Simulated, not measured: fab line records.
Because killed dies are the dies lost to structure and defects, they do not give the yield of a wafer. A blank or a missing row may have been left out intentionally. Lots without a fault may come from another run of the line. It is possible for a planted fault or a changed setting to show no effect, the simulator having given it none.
Split-lot trial :: flow berkeley_cmos170 :: route with 331 steps; 5 lots, 23 wafers read

== THE SPLIT ITSELF ==
At UCB170_M3_COAT_10 (resist thk 900 nm), the setting spin_rpm was moved away from the recipe's 1500 rpm on 11 of the 23 wafers read, by -5.9% to +7.3%. For the rest of the wafers, this setting stayed at what the recipe calls for.

The split's own step is where the reading is taken.

== THE READING ==
KrF_of_M3_COAT_10.thk_nm (the simulator's own value, which no gauge read), in nm, at UCB170_M3_COAT_10 (resist thk 900 nm). The file does not state a usual value for it. Across the 12 wafers here that went through the recipe, the average is 900.1 nm and the standard deviation 2.4 nm.

wafer: L074.1
tool, chamber at the split: litho_track-01, 0
spin_rpm as run, rpm: 1500
against the recipe: recipe
KrF_of_M3_COAT_10.thk_nm, nm: 901
against lot-mates on the recipe: -

wafer: L074.5
tool, chamber at the split: litho_track-01, 0
spin_rpm as run, rpm: 1500
against the recipe: recipe
KrF_of_M3_COAT_10.thk_nm, nm: 898
against lot-mates on the recipe: -

wafer: L074.6
tool, chamber at the split: litho_track-01, 0
spin_rpm as run, rpm: 1500
against the recipe: recipe
KrF_of_M3_COAT_10.thk_nm, nm: 898.2
against lot-mates on the recipe: -

wafer: L076.1
tool, chamber at the split: litho_track-04, 0
spin_rpm as run, rpm: 1591
against the recipe: +6.1%
KrF_of_M3_COAT_10.thk_nm, nm: 874.7
against lot-mates on the recipe: -24.8

wafer: L076.3
tool, chamber at the split: litho_track-04, 0
spin_rpm as run, rpm: 1591
against the recipe: +6.1%
KrF_of_M3_COAT_10.thk_nm, nm: 873.2
against lot-mates on the recipe: -26.3

wafer: L076.4
tool, chamber at the split: litho_track-04, 0
spin_rpm as run, rpm: 1500
against the recipe: recipe
KrF_of_M3_COAT_10.thk_nm, nm: 900.1
against lot-mates on the recipe: -

wafer: L076.5
tool, chamber at the split: litho_track-04, 0
spin_rpm as run, rpm: 1500
against the recipe: recipe
KrF_of_M3_COAT_10.thk_nm, nm: 898.9
against lot-mates on the recipe: -

wafer: L076.6
tool, chamber at the split: litho_track-04, 0
spin_rpm as run, rpm: 1591
against the recipe: +6.1%
KrF_of_M3_COAT_10.thk_nm, nm: 872.7
against lot-mates on the recipe: -26.8

wafer: L083.1
tool, chamber at the split: litho_track-02, 0
spin_rpm as run, rpm: 1500
against the recipe: recipe
KrF_of_M3_COAT_10.thk_nm, nm: 905.9
against lot-mates on the recipe: -

wafer: L083.3
tool, chamber at the split: litho_track-02, 0
spin_rpm as run, rpm: 1607
against the recipe: +7.1%
KrF_of_M3_COAT_10.thk_nm, nm: 874.6
against lot-mates on the recipe: -30.1

wafer: L083.4
tool, chamber at the split: litho_track-02, 0
spin_rpm as run, rpm: 1607
against the recipe: +7.1%
KrF_of_M3_COAT_10.thk_nm, nm: 875.5
against lot-mates on the recipe: -29.2

wafer: L083.5
tool, chamber at the split: litho_track-02, 0
spin_rpm as run, rpm: 1500
against the recipe: recipe
KrF_of_M3_COAT_10.thk_nm, nm: 903.6
against lot-mates on the recipe: -

wafer: L083.6
tool, chamber at the split: litho_track-02, 0
spin_rpm as run, rpm: 1607
against the recipe: +7.1%
KrF_of_M3_COAT_10.thk_nm, nm: 877
against lot-mates on the recipe: -27.8

wafer: L085.1
tool, chamber at the split: litho_track-04, 0
spin_rpm as run, rpm: 1500
against the recipe: recipe
KrF_of_M3_COAT_10.thk_nm, nm: 900.6
against lot-mates on the recipe: -

wafer: L085.2
tool, chamber at the split: litho_track-04, 0
spin_rpm as run, rpm: 1500
against the recipe: recipe
KrF_of_M3_COAT_10.thk_nm, nm: 898.2
against lot-mates on the recipe: -

wafer: L085.4
tool, chamber at the split: litho_track-04, 0
spin_rpm as run, rpm: 1412
against the recipe: -5.9%
KrF_of_M3_COAT_10.thk_nm, nm: 924.9
against lot-mates on the recipe: +25.5

wafer: L085.5
tool, chamber at the split: litho_track-04, 0
spin_rpm as run, rpm: 1412
against the recipe: -5.9%
KrF_of_M3_COAT_10.thk_nm, nm: 927.4
against lot-mates on the recipe: +28.0

wafer: L085.6
tool, chamber at the split: litho_track-04, 0
spin_rpm as run, rpm: 1412
against the recipe: -5.9%
KrF_of_M3_COAT_10.thk_nm, nm: 925.1
against lot-mates on the recipe: +25.7

wafer: L084.1
tool, chamber at the split: litho_track-01, 0
spin_rpm as run, rpm: 1610
against the recipe: +7.3%
KrF_of_M3_COAT_10.thk_nm, nm: 866.6
against lot-mates on the recipe: -32.4

wafer: L084.2
tool, chamber at the split: litho_track-01, 0
spin_rpm as run, rpm: 1610
against the recipe: +7.3%
KrF_of_M3_COAT_10.thk_nm, nm: 866.7
against lot-mates on the recipe: -32.3

wafer: L084.4
tool, chamber at the split: litho_track-01, 0
spin_rpm as run, rpm: 1500
against the recipe: recipe
KrF_of_M3_COAT_10.thk_nm, nm: 900
against lot-mates on the recipe: -

wafer: L084.5
tool, chamber at the split: litho_track-01, 0
spin_rpm as run, rpm: 1500
against the recipe: recipe
KrF_of_M3_COAT_10.thk_nm, nm: 899.3
against lot-mates on the recipe: -

wafer: L084.6
tool, chamber at the split: litho_track-01, 0
spin_rpm as run, rpm: 1500
against the recipe: recipe
KrF_of_M3_COAT_10.thk_nm, nm: 897.7
against lot-mates on the recipe: -

THE FIT
A straight line over all 23 wafers: KrF_of_M3_COAT_10.thk_nm changes by -4.14 nm for each +1% of spin_rpm; r = -0.99; the points scatter about the line by 2.9 nm.
The same after taking each lot's own level away (the mean of its wafers on the recipe; 23 wafers): -4.32 nm for each +1%; r = -1.00; scatter 1.3 nm.
The reading moves by 32 nm for the largest change in spin_rpm, on that fit.
Measured against the standard deviation above, the lots' own levels, which go from 899.00 to 904.75 nm, span 2.4 times it.
Hence the lot-to-lot level has little effect on the slope; both slopes agree.
Check: -31.2 nm against its lot-mates is what the line predicts for one of the wafers moved furthest among these (+7.3%) when that wafer is left out of the fit. Against them it came out at -32.4 nm.

== ADDITIONAL SPLITS CARRIED BY THESE WAFERS ==
These wafers also went through other splits before the reading. Each is held against what the fit with the lots' levels taken away leaves over:
other split on the same wafers: UCB170_M2_SPUTTER_01 time_s
wafers away from the commonest value: 8
r with KrF_of_M3_COAT_10.thk_nm (lot level and that fit taken away): -0.08

other split on the same wafers: UCB170_V2_CVD_00 time_s
wafers away from the commonest value: 10
r with KrF_of_M3_COAT_10.thk_nm (lot level and that fit taken away): -0.13

other split on the same wafers: UCB170_V2_ETCH_14 time_s
wafers away from the commonest value: 7
r with KrF_of_M3_COAT_10.thk_nm (lot level and that fit taken away): -0.33

== THE WHOLE CHAIN: every reading that the file lists as answering this split, in the file's order ==
step: UCB170_M3_COAT_10
what it does: resist thk 900 nm
reading: KrF_of_M3_COAT_10.thk_nm (the simulator's own value, which no gauge read)
change (the file's fit): -4.3 nm for each +1% of the setting
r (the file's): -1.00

step: UCB170_M3_METAL_ETCH_18
what it does: etches Al in Cl2/BCl3, stops on SiO2, target depth 1170 nm, time 195 s
reading: KrF_of_M3_COAT_10.thk_nm (the simulator's own value, which no gauge read)
change (the file's fit): -4.42 nm for each +1% of the setting, in a fit together with icp_w@M3_METAL_ETCH_18
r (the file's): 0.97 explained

== FILE'S OWN FIT ==
KrF_of_M3_COAT_10.thk_nm changes by -4.3 nm for each +1% of spin_rpm, r = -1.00.
